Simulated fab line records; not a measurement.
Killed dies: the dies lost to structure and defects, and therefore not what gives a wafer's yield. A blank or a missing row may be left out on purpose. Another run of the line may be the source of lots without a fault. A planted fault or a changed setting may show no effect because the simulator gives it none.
Problem report, 8D (eight disciplines) form, completed by code | flow rit-cmos | the parts of the form that need people (team, actions taken, sign-off) are left out

## 1. THE PROBLEM
Across 9 wafers from 3 lots, GATE_OXIDE_THK at RIT_GATE_THK_MEAS_07 averages 4.04 nm, while fault-free wafers read 3.02 nm with a standard deviation of 0.069. That puts it +15 standard deviations away from the usual mean.
First seen on wafer L619.2, day 5 07:09, on film-metro-02. The record holds 45 wafers of 15 lots with a number at this step. Rule for "out", or "out of limits": more than 4 standard deviations from the usual mean. The other wafers with a number count as sound.

## 2. WHAT THIS IS AND IS NOT
question                    | is                           | is not
which readings at this step | GATE_OXIDE_THK               | -
which lots                  | L619, L620, L622             | L607, L608, L609, L610, L613, L614, L615, L621, L626, L627, L628, L629
which wafers of those lots  | all that have a number       | -
read on which gauges        | film-metro-02, film-metro-03 | film-metro-04
when                        | from day 5 07:09             | up to then (21 sound wafers); but 15 sound wafers of L621, L626, L627, L628, L629 came after

## 3. WHAT RULES OUT EACH SUSPECT
Counting: any tool at a process step up to the reading is kept as a suspect provided that every lot that is out went through it and no sound lot did after the first of them.
- ruled out: the gauge at RIT_GATE_THK_MEAS_07. 2 gauges (film-metro-02, film-metro-03) read the wafers that are out.
- furnace-03 at RIT_GATE_OXIDATION_05 (target thk 3 nm, ox time 270 s): kept. It processed each lot that is out, first L619 at day 5 05:49, and no sound lot thereafter; up to then, the last sound lot it processed was L615 at day 4 05:35.
Remaining after the count: furnace-03 at RIT_GATE_OXIDATION_05.

## 4. THE CAUSE (what the simulator had put in)
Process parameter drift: furnace-03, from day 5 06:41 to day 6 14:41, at RIT_GATE_OXIDATION_05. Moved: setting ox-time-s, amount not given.
The count eliminated every tool but this one.

## 5. SEQUENCE OF EFFECTS, ordered by route
One row per reading whose mean, taken over the struck wafers that have a number, lies over 3 standard deviations from the usual. Scope: only readings with a usual standard deviation given in the record; hours: median across lots of the time from each lot's start at the first step in this table that gives one to its start at this step; sigmas: change in usual standard deviations.
hours | step                 | reading        | usual   | on struck wafers | change | sigmas
0     | RIT_GATE_THK_MEAS_07 | GATE_OXIDE_THK | 3.02 nm | 4.04             | +1.02  | +15
Later measuring or inspecting steps at which every struck wafer that the step has a row for has a number for every such reading, and none has moved that far: RIT_GATE_OVL_MEAS_17, RIT_GATE_CD_MEAS_90.

## 6. HOW IT WOULD HAVE BEEN CAUGHT EARLIER
In this record the first reading out of limits at a measuring or inspecting step was taken at day 5 07:09, 0 hours after the fault began at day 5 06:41.
No tool reading at RIT_GATE_OXIDATION_05 that has a usual standard deviation in the record was out on any struck wafer, so an alarm limit of 4 standard deviations on those readings would not have fired.
L620, L622, from the lots that are out (3), started RIT_GATE_OXIDATION_05 on furnace-03 later than day 5 07:09. A hold on the tool at that time would have spared those 2.
